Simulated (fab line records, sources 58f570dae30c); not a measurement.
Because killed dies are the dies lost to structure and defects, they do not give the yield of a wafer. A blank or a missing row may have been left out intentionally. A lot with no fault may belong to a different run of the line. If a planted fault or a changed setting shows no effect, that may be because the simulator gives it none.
The tool behind it: which one? ; flow berkeley cmos170 ; 14 lots, 42 wafers sampled, at 2 steps of a route of 331

## WHAT THE GAUGES SHOWED, per wafer
UCB170_ACTIVE_THK_MEAS_03. Usual: ACTIVE_OXIDE_THK typically reads 26.2 nm, with standard deviation 0.4.
lot;measured;on;ACTIVE_OXIDE_THK (nm);flag
L598;day 5 07:42;film metro-01;25.6 26.0 25.7;
L599;day 5 17:59;film metro-01;26.0 26.4 26.5;
L600;day 5 17:59;film metro-03;25.5 25.5 26.2;
L602;day 6 16:13;film metro-03;26.1 26.5 26.1;
L608;day 7 02:35;film metro-04;26.2 26.1 25.9;
L609;day 7 02:36;film metro-01;26.8 26.9 26.8;
L607;day 7 02:38;film metro-04;26.2 26.3 26.3;
L611;day 7 17:01;film metro-01;26.4 26.4 26.6;
L613;day 7 17:05;film metro-01;26.2 26.3 26.9;
L612;day 7 17:05;film metro-04;26.1 26.7 26.2;
L616;day 8 05:36;film metro-01;25.9 26.3 26.2;
L615;day 8 05:37;film metro-04;26.0 26.4 26.4;
L619;day 9 01:38;film metro-03;26.4 26.6 26.2;
L620;day 9 11:35;film metro-01;26.7 26.2 26.4;

UCB170_GATE_THK_MEAS_02. Usual: GATE_OXIDE_THK typically reads 6.58 nm, with standard deviation 0.13.
lot;measured;on;GATE_OXIDE_THK (nm);flag
L598;day 7 19:46;film metro-03;6.48 6.37 6.40;
L599;day 8 02:53;film metro-02;6.52 6.45 6.44;
L600;day 8 02:53;film metro-04;6.38 6.33 6.31;
L602;day 9 10:34;film metro-03;6.69 6.75 6.67;
L608;day 10 01:59;film metro-03;6.73 6.59 6.72;
L609;day 10 01:55;film metro-02;6.65 6.62 6.68;
L607;day 10 01:55;film metro-03;6.43 6.52 6.57;
L611;day 10 09:25;film metro-02;6.58 6.57 6.58;
L613;day 10 09:25;film metro-04;6.67 6.60 6.67;
L612;day 10 09:29;film metro-02;6.43 6.41 6.41;
L616;day 10 23:14;film metro-02;6.64 6.79 6.72;
L615;day 10 23:14;film metro-03;6.83 6.92 6.75;
L619;day 11 15:32;film metro-03;6.67 6.65 6.61;
L620;day 12 04:58;film metro-03;6.62 6.63 6.67;

## WHICH TOOL RAN EACH LOT (tool, then ch and the chambers of the sampled wafers, then the start)
Record: no process step prior to these readings.

## WHAT THE TOOLS THEMSELVES READ (means of the sampled wafers that have a number; where no wafer has one, the mark that the record gives instead)
The record holds no such reading with a usual standard deviation.

## THE ANSWER, worked out from the rows above alone
Rule: lot off if the mean of its wafers having a number is beyond 3 standard deviations from the usual mean. Also off: a lot with no number at a reading for which 4 or more lots have one. Where the step has rows for the other lots, those lots are counted as sound. The gauges are gone through in route order, then the tools' own readings, and for those a lot's mean is taken as printed above. The first step at which some lot is off is used, and at that step the reading that is off furthest; a lot without a number counts as furthest.
Across all readings shown, no lot is off: no conclusion can be drawn from this.

## WHAT THE SIMULATOR HAD INSERTED
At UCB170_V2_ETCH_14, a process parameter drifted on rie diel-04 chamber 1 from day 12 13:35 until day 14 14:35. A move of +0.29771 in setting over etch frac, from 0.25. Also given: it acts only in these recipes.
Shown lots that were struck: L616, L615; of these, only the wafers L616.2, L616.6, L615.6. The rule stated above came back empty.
